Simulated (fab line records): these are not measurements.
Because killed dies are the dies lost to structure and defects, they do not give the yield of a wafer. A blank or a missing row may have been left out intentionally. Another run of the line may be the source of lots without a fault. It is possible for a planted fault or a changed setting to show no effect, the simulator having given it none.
fab line records -- flow ritCmos
[record] lots = 15, wafers = 45, lastDay = 8
route steps=202 shown PSD@150 M1@202
lots untouched by any fault: they come from a run of this same line in which no faults occurred
startH: hours from the record's first day to the start of the lot's first wafer shown -- waitH: time in hours since the lot's previous step -- " as in the row above -- L1.1+2: several wafers, shown together as one row -- - no value present, or no start provided -- * or withheld: withheld -- < > ~ a bound
route shown NAME@n: a module of which the file shows steps, and the number in the route of the first -- usual: mean/standard deviation taken from wafers without a fault -- same: alike in all rows -- chamber/n: place in a boat -- sites: readings site by site -- _std_site: standard deviation across them -- _edge_site: mean of outer sites minus mean of inner sites -- radiusMm: for every site, how far away it sits from the centre of the wafer -- mask NAME#n: copy n -- behind: the last tool/chamber to shape the wafer -- hold: cause of the lot's hold/its duration in hours/its outcome -- device: whichever transistor did not switch (one of n, p or np) -- end of line: the same wafers' tests at the end of the route -- for a step that has no rows: nothing shown but its recipe -- killed: at the first sort, the dies lost to defects and structure; wafer yield is something else -- map: a wafer's dies, x killed, . not, _ none there
set.NAME: the setting the step ran with; set.NAME@STEP: the setting that earlier step ran with -- model.NAME: the simulator's own value behind a step, which no gauge read
the route's steps for a sample of lots (tables are steps, rows are wafers)
services: from which hour (startH, from the record's first day; less than 0 if before it) a tool's chamber was out of use, for how many hours, and why
[[steps]]
[step RIT_PSD_IMPLANT_08]
[recipe] species = BF2, energyKev = 27, doseCm2 = 5e+15, tiltDeg = 7
lot.wafer,tool,chamber,startH,waitH
L893.2+3+4,implanter-02,0,61.87,0.1
L894.2+3+5,implanter-01,0,65.41,0.1
L897.2+4+5,implanter-04,0,79.43,0.1
L897.2+4+5,implanter-04,0,79.75,0.3
L902.2+3+5,implanter-04,0,106.77,0.1
L902.2+3+5,implanter-04,0,107.09,0.3
L903.1+3+5,implanter-01,0,110.03,0.1
L903.1+3+5,implanter-01,0,110.35,0.3
L904.1+2+6,implanter-02,0,110.90,0.1
L905.1+3+4,implanter-01,0,119.09,0.1
L906.2+4+6,implanter-02,0,125.27,0.1
L907.3+5+6,implanter-02,0,133.78,0.2
L908.1+5+6,implanter-02,0,136.28,0.1
L910.1+2+5,implanter-04,0,146.43,0.1
L911.1+3+6,implanter-04,0,162.90,0.1
L913.2+5+6,implanter-02,0,169.15,0.1
L914.2+4+6,implanter-02,0,170.75,0.1
L915.1+4+6,implanter-02,0,179.22,0.1
[step RIT_PSD_TW_MEAS_10]
[usual] PSD_TW = 3432/35
lot.wafer,tool,chamber,startH,waitH,PSD_TW
L893.2,filmMetro-02,-,62.18,0.1,3469
L893.3,filmMetro-02,-,62.18,0.1,3457
L893.4,filmMetro-02,-,62.18,0.1,3457
L894.2,filmMetro-03,-,65.72,0.1,3423
L894.3,filmMetro-03,-,65.72,0.1,3436
L894.5,filmMetro-03,-,65.72,0.1,3438
L897.2,filmMetro-01,-,80.09,0.2,3530
L897.4,filmMetro-01,-,80.09,0.2,3550
L897.5,filmMetro-01,-,80.09,0.2,3522
L902.2,filmMetro-02,-,107.40,0.1,3613
L902.3,filmMetro-02,-,107.40,0.1,3628
L902.5,filmMetro-02,-,107.40,0.1,3616
L903.1,filmMetro-02,-,110.67,0.1,3620
L903.3,filmMetro-02,-,110.67,0.1,3616
L903.5,filmMetro-02,-,110.67,0.1,3629
L904.1,filmMetro-02,-,111.23,0.1,3436
L904.2,filmMetro-02,-,111.23,0.1,3456
L904.6,filmMetro-02,-,111.23,0.1,3461
L905.1,filmMetro-01,-,119.41,0.1,3381
L905.3,filmMetro-01,-,119.41,0.1,3373
L905.4,filmMetro-01,-,119.41,0.1,3389
L906.2,filmMetro-01,-,125.58,0.1,3413
L906.4,filmMetro-01,-,125.58,0.1,3433
L906.6,filmMetro-01,-,125.58,0.1,3417
L907.3,filmMetro-02,-,134.07,0.1,3456
L907.5,filmMetro-02,-,134.07,0.1,3472
L907.6,filmMetro-02,-,134.07,0.1,3480
L908.1,filmMetro-03,-,136.61,0.1,3421
L908.5,filmMetro-03,-,136.61,0.1,3407
L908.6,filmMetro-03,-,136.61,0.1,3435
L910.1,filmMetro-02,-,146.76,0.1,3461
L910.2,filmMetro-02,-,146.76,0.1,3449
L910.5,filmMetro-02,-,146.76,0.1,3453
L911.1,filmMetro-02,-,163.22,0.1,3460
L911.3,filmMetro-02,-,163.22,0.1,3437
L911.6,filmMetro-02,-,163.22,0.1,3423
L913.2,filmMetro-01,-,169.46,0.1,3370
L913.5,filmMetro-01,-,169.46,0.1,3372
L913.6,filmMetro-01,-,169.46,0.1,3392
L914.2,filmMetro-01,-,171.06,0.1,3393
L914.4,filmMetro-01,-,171.06,0.1,3387
L914.6,filmMetro-01,-,171.06,0.1,3374
L915.1,filmMetro-03,-,179.55,0.1,3445
L915.4,filmMetro-03,-,179.55,0.1,3462
L915.6,filmMetro-03,-,179.55,0.1,3442
[step RIT_SDANNEAL_RS_MEAS_04]
[recipe] thkMeasGauge = four-point-probe
[usual] PSD_RS = 115.8/0.32
lot.wafer,tool,chamber,startH,waitH,PSD_RS[ohm/sq]
L893.2,filmMetro-03,-,62.69,0.1,115.6
L893.3,filmMetro-03,-,62.69,0.1,115.7
L893.4,filmMetro-03,-,62.69,0.1,116.0
L894.2,filmMetro-01,-,66.22,0.1,115.5
L894.3,filmMetro-01,-,66.22,0.1,115.6
L894.5,filmMetro-01,-,66.22,0.1,115.7
L897.2,filmMetro-01,-,80.59,0.1,107.6
L897.4,filmMetro-01,-,80.59,0.1,107.9
L897.5,filmMetro-01,-,80.59,0.1,107.6
L902.2,filmMetro-01,-,107.89,0.1,107.9
L902.3,filmMetro-01,-,107.89,0.1,108.2
L902.5,filmMetro-01,-,107.89,0.1,107.8
L904.1,filmMetro-02,-,111.71,0.0,115.7
L904.2,filmMetro-02,-,111.71,0.0,115.8
L904.6,filmMetro-02,-,111.71,0.0,115.7
L903.1,filmMetro-03,-,112.11,0.0,107.5
L903.3,filmMetro-03,-,112.11,0.0,107.5
L903.5,filmMetro-03,-,112.11,0.0,106.8
L905.1,filmMetro-03,-,119.93,0.0,115.3
L905.3,filmMetro-03,-,119.93,0.0,115.5
L905.4,filmMetro-03,-,119.93,0.0,115.2
L906.2,filmMetro-03,-,126.11,0.1,115.5
L906.4,filmMetro-03,-,126.11,0.1,115.8
L906.6,filmMetro-03,-,126.11,0.1,115.1
L907.3,filmMetro-01,-,134.61,0.1,115.8
L907.5,filmMetro-01,-,134.61,0.1,116.0
L907.6,filmMetro-01,-,134.61,0.1,116.5
L908.1,filmMetro-01,-,137.12,0.0,115.9
L908.5,filmMetro-01,-,137.12,0.0,116.1
L908.6,filmMetro-01,-,137.12,0.0,116.2
L910.1,filmMetro-03,-,147.27,0.0,116.0
L910.2,filmMetro-03,-,147.27,0.0,116.0
L910.5,filmMetro-03,-,147.27,0.0,115.9
L911.1,filmMetro-01,-,163.78,0.0,115.8
L911.3,filmMetro-01,-,163.78,0.0,115.5
L911.6,filmMetro-01,-,163.78,0.0,115.9
L913.2,filmMetro-03,-,170.01,0.1,115.8
L913.5,filmMetro-03,-,170.01,0.1,115.4
L913.6,filmMetro-03,-,170.01,0.1,115.8
L914.2,filmMetro-01,-,171.58,0.1,116.0
L914.4,filmMetro-01,-,171.58,0.1,116.0
L914.6,filmMetro-01,-,171.58,0.1,116.2
L915.1,filmMetro-02,-,180.05,0.0,116.2
L915.4,filmMetro-02,-,180.05,0.0,116.2
L915.6,filmMetro-02,-,180.05,0.0,116.2
[step RIT_M1_PROBE_99]
[usual] killed_at_M0_to_M3 = 0.0/0.23, killedAtContacts = 0.1/0.23, killedAtFrontEnd = 7/3, killedDies = 7/3, killedOpen = 3.3/2.1, killedShort = 3.7/1.9
[same] grossDies = 264, killed_at_M4_up = 0, killedAtBackSide = 0, killedAtOther = 0
lot.wafer,tool,chamber,startH,waitH,killed_at_M0_to_M3,killedAtContacts,killedAtFrontEnd,killedDies,killedOpen,killedShort
L902.2,prober-02,-,115.76,0.1,0,0,13,13,10,3
L902.3,prober-02,-,115.81,0.2,0,0,7,7,3,4
L902.5,prober-02,-,115.91,0.2,0,0,7,7,4,3
L903.1,prober-01,-,120.20,0.1,0,0,4,4,2,2
L903.3,prober-01,-,120.30,0.2,0,0,4,4,1,3
L903.5,prober-01,-,120.40,0.2,1,0,5,6,4,2
// killed by level:class
L902.2 SPACER:geometricParticle:open=4 FOX1:geometricParticle:open=2 SILICIDE:geometricParticle:open=2 FOX1:geometricParticle:short=1 FOX2:geometricParticle:open=1 GATE:geometricParticle:open=1 REOX:geometricParticle:short=1 SPACER:geometricParticle:short=1
L902.3 GATE:geometricParticle:short=3 GATE:geometricParticle:open=2 FOX1:geometricParticle:short=1 FOX2:geometricParticle:open=1
L902.5 ACTIVE:geometricParticle:open=1 FOX1:geometricParticle:open=1 FOX2:geometricParticle:short=1 GATE:geometricParticle:open=1 GATE:geometricParticle:short=1 REOX:geometricParticle:short=1 SPACER:geometricParticle:open=1
L903.1 SPACER:geometricParticle:open=1 SPACER:geometricParticle:short=1 SILICIDE:geometricParticle:short=1 SILICIDE:geometricParticle:open=1
L903.3 FOX1:geometricParticle:short=1 FOX2:geometricParticle:short=1 GATE:geometricParticle:open=1 GATE:geometricParticle:short=1
L903.5 GATE:geometricParticle:open=3 FOX2:geometricParticle:short=1 SPACER:geometricParticle:open=1 M1:geometricParticle:short=1
[[services]]
tool,chamber,startH,hours,kind
implanter-02,-,38.81,0.6,repair
implanter-02,-,51.31,1.7,repair
implanter-02,-,57.66,3.1,repair
implanter-01,-,66.37,3.4,repair
implanter-04,-,93.65,2.1,repair
implanter-04,-,110.63,26.5,pm
implanter-01,-,132.09,2.8,pm
implanter-02,-,142.47,5.3,pm
[[key]]
[firstSign] step = RIT_PSD_IMPLANT_08, reading = visit, direction = added
[effect] step = RIT_PSD_TW_MEAS_10, reading = PSD_TW, direction = up, sigmas = 4.5, usual = 3432, struck = 3591
[effect] step = RIT_SDANNEAL_RS_MEAS_04, reading = PSD_RS, direction = down, sigmas = 26, usual = 115.8, struck = 107.6
metAt RIT_PSD_IMPLANT_08
struckLots L897,L902,L903
testerLeftOut L897,L902,L903
[fault] kind = repeatedStepWhole, tool = implanter-01,implanter-02,implanter-04, chamber = -, onsetH = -, steps = RIT_PSD_IMPLANT_08, times = 1, scope = struckLotsOnly
// testerLeftOut: of these lots the tester's yield and bins aren't shown, on N5 and GAA mostly nor the transistor test; their killed dies are dies lost to structure and defects alone, not to doping, threshold or leakage, so they don't give the yield
